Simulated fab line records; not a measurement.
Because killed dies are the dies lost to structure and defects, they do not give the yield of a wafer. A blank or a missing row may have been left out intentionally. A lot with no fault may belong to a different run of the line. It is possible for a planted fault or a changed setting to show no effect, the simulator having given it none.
fab line records -- flow rit_cmos
[record] lots = 6, wafers = 18, last_day = 7
route steps=202 shown NSD@141 PSD@142 SDANNEAL@153 M1@202
lots with no fault: from the same line, run without faults
start_h: hours from the record's opening day to when the first of the lot's shown wafers began -- wait_h: hours since the lot's step before -- " as in the row above -- L1.1+2: a row that stands for several wafers -- - no value present, or no start provided -- * or withheld: withheld -- < > ~ a bound
route shown NAME@n: a module of which the file shows steps, and the number in the route of the first -- usual: mean/standard deviation taken from wafers without a fault -- same: alike in all rows -- chamber/n: place in a boat -- sites: per-site readings -- _std_site: how widely they spread, as a standard deviation -- _edge_site: the outer-site mean with the inner-site mean subtracted -- radius_mm: for every site, how far away it sits from the centre of the wafer -- mask NAME#n: copy n -- behind: the tool/chamber that last shaped the wafer -- hold: why the lot went on hold/how many hours it stayed there/how the hold came to an end -- device: whichever transistor did not switch (one of n, p or np) -- end of line: tests run on the same wafers once the route is complete -- where a step has no rows: the recipe by itself -- killed: dies lost to structure and defects at the first sort, not the wafer's yield -- map: shows each die of a wafer: x if killed, . if not, _ if none is there
set.NAME: the setting the step ran with; set.NAME@STEP: the setting that earlier step ran with -- model.NAME: the simulator's own value behind a step, which no gauge read
a table for each step, a row for each wafer; lots at some steps of the route
services: a tool's chamber out of use, with start hour (start_h, from the record's first day; less than 0 if before it), hours out, and reason
[[steps]]
[step RIT_NSD_TW_MEAS_10]
[usual] NSD_TW = 3099/37
lot.wafer,tool,chamber,start_h,wait_h,NSD_TW
L626.1,film_metro-02,-,86.03,0.1,3089
L626.3,film_metro-02,-,86.03,0.1,3090
L626.4,film_metro-02,-,86.03,0.1,3113
L629.1,film_metro-01,-,94.98,0.1,3144
L629.3,film_metro-01,-,94.98,0.1,3130
L629.4,film_metro-01,-,94.98,0.1,3150
L631.2,film_metro-04,-,107.74,0.1,3059
L631.3,film_metro-04,-,107.74,0.1,3073
L631.5,film_metro-04,-,107.74,0.1,3068
L634.1,film_metro-02,-,123.38,0.1,3130
L634.2,film_metro-02,-,123.38,0.1,3114
L634.6,film_metro-02,-,123.38,0.1,3113
L638.3,film_metro-02,-,139.04,0.1,3116
L638.4,film_metro-02,-,139.04,0.1,3139
L638.5,film_metro-02,-,139.04,0.1,3141
L640.3,film_metro-01,-,151.87,0.1,3118
L640.5,film_metro-01,-,151.87,0.1,3110
L640.6,film_metro-01,-,151.87,0.1,3106
[step RIT_PSD_HMDS_00]
[recipe] prime_time_s = 60, prime_temp_c = 140
[step RIT_PSD_COAT_01]
[recipe] resist = NOVOLAK, spin_rpm = 3299, resist_thk_nm = 1000
[step RIT_PSD_SOFTBAKE_02]
[recipe] resist = NOVOLAK, temp_c = 90, time_s = 60
[step RIT_PSD_EXPOSE_03]
[recipe] mask_id = M10, na = 0.57, target_cd_nm = 40900, dose_mj = 250
[step RIT_PSD_PEB_04]
[recipe] resist = NOVOLAK, temp_c = withheld, time_s = withheld
[step RIT_PSD_DEVELOP_05]
[recipe] resist = NOVOLAK, develop_time_s = 50, dev_temp_c = 23
[step RIT_PSD_OVL_MEAS_06]
[usual] PSD_OVL = 0.5/1.4
lot.wafer,tool,chamber,start_h,wait_h,PSD_OVL[nm]
L626.1,overlay-02,-,87.06,-,-1.4
L626.3,overlay-02,-,87.06,-,-0.9
L626.4,overlay-02,-,87.06,-,-1.0
L629.1,overlay-01,-,96.01,-,1.3
L629.3,overlay-01,-,96.01,-,1.7
L629.4,overlay-01,-,96.01,-,1.3
L631.2,overlay-02,-,108.65,-,-1.2
L631.3,overlay-02,-,108.65,-,-0.5
L631.5,overlay-02,-,108.65,-,-0.9
L634.1,overlay-01,-,124.52,-,0.9
L634.2,overlay-01,-,124.52,-,1.4
L634.6,overlay-01,-,124.52,-,3.1
L638.3,overlay-01,-,139.95,-,0.9
L638.4,overlay-01,-,139.95,-,1.6
L638.5,overlay-01,-,139.95,-,1.7
L640.3,overlay-02,-,152.90,-,0.4
L640.5,overlay-02,-,152.90,-,0.9
L640.6,overlay-02,-,152.90,-,-1.8
[step RIT_PSD_HARDBAKE_07]
[recipe] resist = NOVOLAK, temp_c = 140, time_s = 60
[step RIT_PSD_IMPLANT_08]
[recipe] species = BF2, energy_kev = 27, dose_cm2 = 5.122e+15, tilt_deg = 7
[step RIT_PSD_STRIP_09]
[recipe] chemistry = O2, time_s = 180, resist = NOVOLAK, platen_temp_c = withheld, power_w = 500, pressure_mtorr = 4000, o2_flow_sccm = 4000
[usual] chamber_pressure_mTorr = 4000/4.2, drypump_motor_current_A = 5.5/0.58
lot.wafer,tool,chamber,start_h,wait_h,chamber_pressure_mTorr,drypump_motor_current_A,rf_hours_counter_h
L626.1,plasma_asher-03,0,87.40,0.1,4000,5.3,44
L626.3,plasma_asher-03,0,87.40,0.1,4010,5.4,-
L626.4,plasma_asher-03,1,87.40,0.1,4004,5.5,-
L629.1,plasma_asher-02,0,96.35,0.1,3999,5.4,45
L629.3,plasma_asher-02,0,96.35,0.1,3999,5.4,-
L629.4,plasma_asher-02,1,96.35,0.1,3994,5.1,-
L631.2,plasma_asher-02,1,109.00,0.1,3994,5.1,47
L631.3,plasma_asher-02,1,109.00,0.1,4003,5.1,-
L631.5,plasma_asher-02,1,109.00,0.1,3998,5.1,-
L634.1,plasma_asher-01,1,125.02,0.1,3998,6.4,35
L634.2,plasma_asher-01,0,125.02,0.1,3998,4.9,35
L634.6,plasma_asher-01,0,125.02,0.1,4002,4.9,-
L638.3,plasma_asher-02,1,140.33,0.1,4000,5.1,-
L638.4,plasma_asher-02,0,140.33,0.1,3999,5.4,-
L638.5,plasma_asher-02,0,140.33,0.1,3998,5.4,-
L640.3,plasma_asher-03,1,153.39,0.1,4002,5.5,-
L640.5,plasma_asher-03,1,153.39,0.1,3999,5.5,-
L640.6,plasma_asher-03,0,153.39,0.1,4003,5.3,-
[step RIT_PSD_TW_MEAS_10]
[usual] PSD_TW = 3397/46
lot.wafer,tool,chamber,start_h,wait_h,PSD_TW
L626.1,film_metro-02,-,87.57,0.1,3409
L626.3,film_metro-02,-,87.57,0.1,3405
L626.4,film_metro-02,-,87.57,0.1,3415
L629.1,film_metro-02,-,96.52,0.1,3416
L629.3,film_metro-02,-,96.52,0.1,3433
L629.4,film_metro-02,-,96.52,0.1,3423
L631.2,film_metro-01,-,109.18,0.1,3478
L631.3,film_metro-01,-,109.18,0.1,3453
L631.5,film_metro-01,-,109.18,0.1,3465
L634.1,film_metro-02,-,125.20,0.1,3462
L634.2,film_metro-02,-,125.20,0.1,3469
L634.6,film_metro-02,-,125.20,0.1,3442
L638.3,film_metro-01,-,140.46,0.1,3456
L638.4,film_metro-01,-,140.46,0.1,3416
L638.5,film_metro-01,-,140.46,0.1,3441
L640.3,film_metro-04,-,153.53,0.1,3372
L640.5,film_metro-04,-,153.53,0.1,3364
L640.6,film_metro-04,-,153.53,0.1,3354
[step RIT_SDANNEAL_CLEAN_00]
[recipe] chemistry = SC1, mix = 3:3:50, time_s = 600, temp_c = 75
[usual] bath_heat_duty_pct = 15.7/1.4, temp_c = 75.03/0.12
lot.wafer,tool,chamber,start_h,wait_h,bath_heat_duty_pct,temp_c
L626.1,wet_bench-02,2,87.63,0.1,16.5,75.02
L626.3,wet_bench-02,2,87.63,0.1,16.2,75.13
L626.4,wet_bench-02,2,87.63,0.1,17.4,75.13
L629.1,wet_bench-04,0,96.58,0.1,14.9,75.09
L629.3,wet_bench-04,0,96.58,0.1,13.9,74.92
L629.4,wet_bench-04,0,96.58,0.1,13.9,75.31
L631.2,wet_bench-02,3,109.23,0.0,15.3,73.93
L631.3,wet_bench-02,3,109.23,0.0,15.1,74.17
L631.5,wet_bench-02,3,109.23,0.0,15.1,74.19
L634.1,wet_bench-02,0,125.26,0.1,12.5,74.15
L634.2,wet_bench-02,0,125.26,0.1,13.2,74.30
L634.6,wet_bench-02,0,125.26,0.1,14.7,74.23
L638.3,wet_bench-04,2,140.50,0.0,14.4,75.21
L638.4,wet_bench-04,2,140.50,0.0,14.4,74.93
L638.5,wet_bench-04,2,140.50,0.0,16.3,75.12
L640.3,wet_bench-04,3,153.57,0.0,16.3,74.93
L640.5,wet_bench-04,3,153.57,0.0,16.6,75.27
L640.6,wet_bench-04,3,153.57,0.0,16.7,75.23
[step RIT_SDANNEAL_CLEAN_01]
[recipe] chemistry = dHF, dilution = 50:1, time_s = 30
[step RIT_M1_PROBE_99]
[usual] killed_at_contacts = 0.1/0.25, killed_at_front_end = 6/3.1, killed_dies = 6/3.1, killed_open = 2.9/2, killed_short = 3.3/2
[same] gross_dies = 264, killed_at_M0_to_M3 = 0, killed_at_M4_up = 0, killed_at_back_side = 0, killed_at_other = 0
lot.wafer,tool,chamber,start_h,wait_h,killed_at_contacts,killed_at_front_end,killed_dies,killed_open,killed_short
L626.1,prober-02,-,95.53,0.1,0,6,6,3,3
L626.3,prober-02,-,95.63,0.2,0,6,6,3,3
L626.4,prober-02,-,95.68,0.2,0,5,5,2,3
L629.1,prober-01,-,105.46,0.1,0,9,9,5,4
L629.3,prober-01,-,105.56,0.2,0,6,6,1,5
L629.4,prober-01,-,105.61,0.2,0,5,5,1,4
L631.2,prober-01,-,117.19,0.1,0,10,10,4,6
L631.3,prober-01,-,117.24,0.2,1,6,7,3,4
L631.5,prober-01,-,117.34,0.2,0,11,11,4,7
L634.1,prober-02,-,132.92,0.1,0,8,8,5,3
L634.2,prober-02,-,132.97,0.1,0,11,11,5,6
L634.6,prober-02,-,133.17,0.2,0,9,9,2,6
L638.3,prober-02,-,148.48,0.2,0,3,3,1,2
L638.4,prober-02,-,148.53,0.2,0,4,4,1,3
L638.5,prober-02,-,148.58,0.2,0,2,2,0,2
L640.3,prober-02,-,161.87,0.2,0,11,11,7,4
L640.5,prober-02,-,161.97,0.2,0,9,9,5,4
L640.6,prober-02,-,162.02,0.2,0,9,9,3,6
// killed by level:class
L626.1 FOX1:geometric_particle:short=2 GATE:geometric_particle:open=2 GATE:geometric_particle:short=1 SPACER:geometric_particle:open=1
L626.3 REOX:geometric_particle:open=2 FOX1:geometric_particle:short=1 GATE:geometric_particle:short=1 SPACER:geometric_particle:open=1 SILICIDE:geometric_particle:short=1
L626.4 GATE:geometric_particle:open=2 SILICIDE:geometric_particle:short=2 FOX2:geometric_particle:short=1
L629.1 GATE:geometric_particle:short=3 GATE:geometric_particle:open=2 FOX1:geometric_particle:open=1 FOX2:geometric_particle:open=1 REOX:geometric_particle:short=1 SPACER:geometric_particle:open=1
L629.3 SPACER:geometric_particle:short=2 FOX2:geometric_particle:short=1 FOX2:geometric_particle:open=1 GATE:geometric_particle:short=1 REOX:geometric_particle:short=1
L629.4 REOX:geometric_particle:short=2 FOX1:geometric_particle:short=1 GATE:geometric_particle:open=1 SPACER:geometric_particle:short=1
L631.2 GATE:geometric_particle:open=3 GATE:geometric_particle:short=2 REOX:geometric_particle:short=2 REOX:geometric_particle:open=1 SPACER:geometric_particle:short=1 SILICIDE:geometric_particle:short=1
L631.3 FOX1:geometric_particle:open=1 FOX2:geometric_particle:short=1 GATE:geometric_particle:open=1 GATE:geometric_particle:short=1 SPACER:geometric_particle:short=1 SILICIDE:geometric_particle:short=1 CONTACT:geometric_particle:open=1
L631.5 GATE:geometric_particle:short=4 GATE:geometric_particle:open=2 FOX1:geometric_particle:short=1 REOX:geometric_particle:open=1 SPACER:geometric_particle:short=1 SILICIDE:geometric_particle:open=1 SILICIDE:geometric_particle:short=1
L634.1 FOX1:geometric_particle:open=2 GATE:geometric_particle:open=2 FOX2:geometric_particle:short=1 GATE:geometric_particle:short=1 SILICIDE:geometric_particle:open=1 SILICIDE:geometric_particle:short=1
L634.2 SPACER:geometric_particle:short=3 FOX1:geometric_particle:open=2 SILICIDE:geometric_particle:short=2 GATE:geometric_particle:short=1 GATE:geometric_particle:open=1 SPACER:geometric_particle:open=1 SILICIDE:geometric_particle:open=1
L634.6 FOX1:geometric_particle:short=2 GATE:geometric_particle:open=2 REOX:geometric_particle:short=2 GATE:geometric_particle:short=1 SPACER:geometric_particle:short=1 ACTIVE:coat_microbubble_printed=1
L638.3 FOX1:geometric_particle:short=1 GATE:geometric_particle:open=1 SILICIDE:geometric_particle:short=1
L638.4 GATE:geometric_particle:open=1 GATE:geometric_particle:short=1 REOX:geometric_particle:short=1 SILICIDE:geometric_particle:short=1
L638.5 SILICIDE:geometric_particle:short=2
L640.3 FOX1:geometric_particle:open=2 GATE:geometric_particle:open=2 SILICIDE:geometric_particle:open=2 FOX1:geometric_particle:short=1 GATE:geometric_particle:short=1 REOX:geometric_particle:open=1 REOX:geometric_particle:short=1 SILICIDE:geometric_particle:short=1
L640.5 FOX1:geometric_particle:open=2 GATE:geometric_particle:open=2 REOX:geometric_particle:short=2 GATE:geometric_particle:short=1 SPACER:geometric_particle:open=1 SILICIDE:geometric_particle:short=1
L640.6 GATE:geometric_particle:short=3 REOX:geometric_particle:open=2 FOX1:geometric_particle:short=1 GATE:geometric_particle:open=1 SPACER:geometric_particle:short=1 SILICIDE:geometric_particle:short=1
[[services]]
tool,chamber,start_h,hours,kind
plasma_asher-02,-,71.80,14.6,pm
plasma_asher-03,-,88.64,1.2,repair
plasma_asher-03,-,108.75,9.0,pm
plasma_asher-03,0,108.75,9.0,vent_cycle
plasma_asher-03,1,108.75,9.0,vent_cycle
plasma_asher-03,0,117.75,-,clean
plasma_asher-03,1,117.75,-,clean
[[key]]
[first_sign] step = RIT_SDANNEAL_CLEAN_00, reading = temp_c, direction = down, sigmas = 6.9, usual = *, struck = *
effect none on later readings
met_at RIT_SDANNEAL_CLEAN_00
struck_wafers L631.2,L631.3,L631.5,L634.1,L634.2,L634.6
tester_left_out L631,L634
onset_between 87.63 109.23
[fault] kind = process_parameter_drift, tool = wet_bench-02, chamber = -, onset_h = 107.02, steps = RIT_SDANNEAL_CLEAN_00, channel = temp_c, offset = *, shape = step, end_h = 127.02, acts_in = *, stated = *
// tester_left_out: of these lots the tester's yield and bins aren't shown, on N5 and GAA mostly nor the transistor test; their killed dies are dies lost to structure and defects alone, not to doping, threshold or leakage, so they don't give the yield
